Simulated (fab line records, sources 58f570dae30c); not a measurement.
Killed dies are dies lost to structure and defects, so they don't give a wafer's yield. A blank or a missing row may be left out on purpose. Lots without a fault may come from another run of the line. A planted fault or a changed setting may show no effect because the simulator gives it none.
fab line records | flow berkeley_cmos170
record lots=11 wafers=33 last_day=11
route steps=331 shown V2@292
lots that met no fault: from a run of the same line without faults
start_h: hours from the record's first day to the start of the lot's first wafer shown | wait_h: hours since the lot's step before | " the same as in the row above | L1.1+2: a row that stands for several wafers | - no value, or no start given | * or withheld: withheld | < > ~ a bound
route shown NAME@n: a module of which the file shows steps, and the number in the route of the first | usual: mean/standard deviation of fault-free wafers | same: alike in all rows | chamber/n: place in a boat | sites: the reading at each site | _std_site: their standard deviation | _edge_site: outer sites' mean less inner sites' | radius_mm: how far each site lies from the wafer's centre | mask NAME#n: copy n | behind: the tool/chamber that last shaped the wafer | hold: why the lot was held/for how many hours/how that ended | device: the transistor (n, p or np) that didn't switch | end of line: the same wafers' tests at the end of the route | a step without rows: its recipe alone | killed: dies lost to structure and defects at the first sort, not the wafer's yield | map: a wafer's dies, x killed, . not, _ none there
set.NAME: the setting as run; set.NAME@STEP: as run at that earlier step | model.NAME: the simulator's own value behind a step, which no gauge read
steps of the route over a sample of lots; a table a step, a row a wafer
services: from which hour (start_h, from the record's first day; less than 0 if before it) a tool's chamber was out of use, for how many hours, and why
## steps
# step UCB170_V2_CVD_00
# recipe material=SiO2 target_thk_nm=2000 temp_c=390 precursor=TEOS/O2 time_s=250 rf_w=550 pressure_mtorr=9000
# usual heater_power_w=221/45 rf_fwd_power_W=548.3/1.7 susceptor_temp_C=390.04/0.22
# columns lot.wafer tool chamber start_h wait_h heater_power_w rf_fwd_power_W susceptor_temp_C
L668.3 pecvd-03 1 161.46 0.1 206 547.9 390.12
L668.5 " 0 " " 182 548.3 390.18
L668.6 " 2 " " 230 546.0 389.76
L670.1 pecvd-04 1 161.57 0.1 195 548.1 390.08
L670.5 " 0 " " 169 547.7 390.20
L670.6 " 1 " " 153 548.4 390.11
L669.1 pecvd-02 0 161.93 0.1 230 550.7 389.82
L669.2 " 2 " " 292 548.5 390.27
L669.6 " 0 " " 163 549.0 389.71
L671.1 pecvd-03 2 168.95 0.1 293 549.9 389.87
L671.3 " 0 " " 216 547.9 389.78
L671.5 " 1 " " 226 552.0 390.07
L672.1 pecvd-04 1 179.50 0.1 203 549.4 389.85
L672.4 " 1 " " 154 549.4 389.81
L672.5 " 2 " " 206 548.4 390.32
L675.2 pecvd-04 1 188.14 0.1 167 546.8 389.54
L675.3 " 2 " " 287 547.5 389.82
L675.5 " 0 " " 171 547.2 390.07
L677.1 pecvd-04 0 207.09 0.1 172 767.6 390.10
L677.2 " 2 " " 206 767.9 389.87
L677.5 " 0 " " 94 765.3 390.17
L680.2 pecvd-04 0 210.83 0.1 168 766.9 390.04
L680.3 " 1 " " 131 767.4 390.02
L680.5 " 0 " " 94 768.0 390.15
L683.3 pecvd-02 0 254.69 0.1 161 544.4 390.48
L683.5 " 0 " " 225 546.2 390.18
L683.6 " 2 " " 268 549.9 389.93
L686.4 pecvd-02 2 255.06 0.1 196 547.1 390.25
L686.5 " 0 " " 231 549.8 390.13
L686.6 " 2 " " 267 545.5 390.40
L687.1 pecvd-02 2 255.75 0.1 255 549.3 389.86
L687.5 " 0 " " 229 548.9 390.13
L687.6 " 2 " " 266 550.1 390.16
# step UCB170_V2_THK_MEAS_01
# recipe reads=SiO2_of_V2_CVD_00
# usual V2_TEOS_THK=2000/34
# columns lot.wafer tool chamber start_h wait_h V2_TEOS_THK[nm]
L668.3 film_metro-02 - 161.63 0.1 1988
L668.5 " - " " 2053
L668.6 " - " " 2052
L670.1 film_metro-01 - 161.73 0.1 1995
L670.5 " - " " 2046
L670.6 " - " " 2032
L669.1 film_metro-02 - 162.09 0.1 2002
L669.2 " - " " 1954
L669.6 " - " " 2032
L671.1 film_metro-03 - 169.10 0.1 2016
L671.3 " - " " 1986
L671.5 " - " " 1995
L672.1 film_metro-01 - 179.65 0.1 1975
L672.4 " - " " 2001
L672.5 " - " " 2032
L675.2 film_metro-01 - 188.30 0.1 1975
L675.3 " - " " 1999
L675.5 " - " " 2031
L677.1 film_metro-01 - 207.24 0.1 2235
L677.2 " - " " 2233
L677.5 " - " " 2269
L680.2 film_metro-02 - 211.00 0.1 2236
L680.3 " - " " 2197
L680.5 " - " " 2249
L683.3 film_metro-02 - 254.86 0.1 2014
L683.5 " - " " 1995
L683.6 " - " " 1947
L686.4 film_metro-01 - 255.25 0.1 1943
L686.5 " - " " 1980
L686.6 " - " " 1936
L687.1 film_metro-03 - 255.99 0.2 1940
L687.5 " - " " 2000
L687.6 " - " " 1952
## services
# columns tool chamber start_h hours kind
pecvd-04 0 149.50 - clean
pecvd-04 1 149.50 - clean
pecvd-04 2 149.50 - clean
pecvd-02 - 198.27 14.6 pm
pecvd-03 - 214.26 6.0 repair
pecvd-03 - 242.50 14.0 pm
pecvd-03 0 242.50 14.0 vent_cycle
pecvd-03 1 242.50 14.0 vent_cycle
pecvd-03 2 242.50 14.0 vent_cycle
pecvd-02 1 254.33 4.5 repair
## key
first_sign step=UCB170_V2_CVD_00 reading=rf_fwd_power_W direction=up sigmas=99+ usual=548.3 struck=767.2
effect step=UCB170_V2_CVD_00 reading=heater_power_w direction=down sigmas=1.7 usual=221 struck=144
effect step=UCB170_V2_THK_MEAS_01 reading=V2_TEOS_THK direction=up sigmas=7 usual=2000 struck=2236
met_at UCB170_V2_CVD_00
struck_lots L677,L680
onset_between 188.14 207.09
fault kind=process_parameter_drift tool=pecvd-04 chamber=- onset_h=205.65 steps=UCB170_V2_CVD_00 channel=rf_w offset=220 shape=step end_h=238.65 acts_in=these_recipes_only stated=550
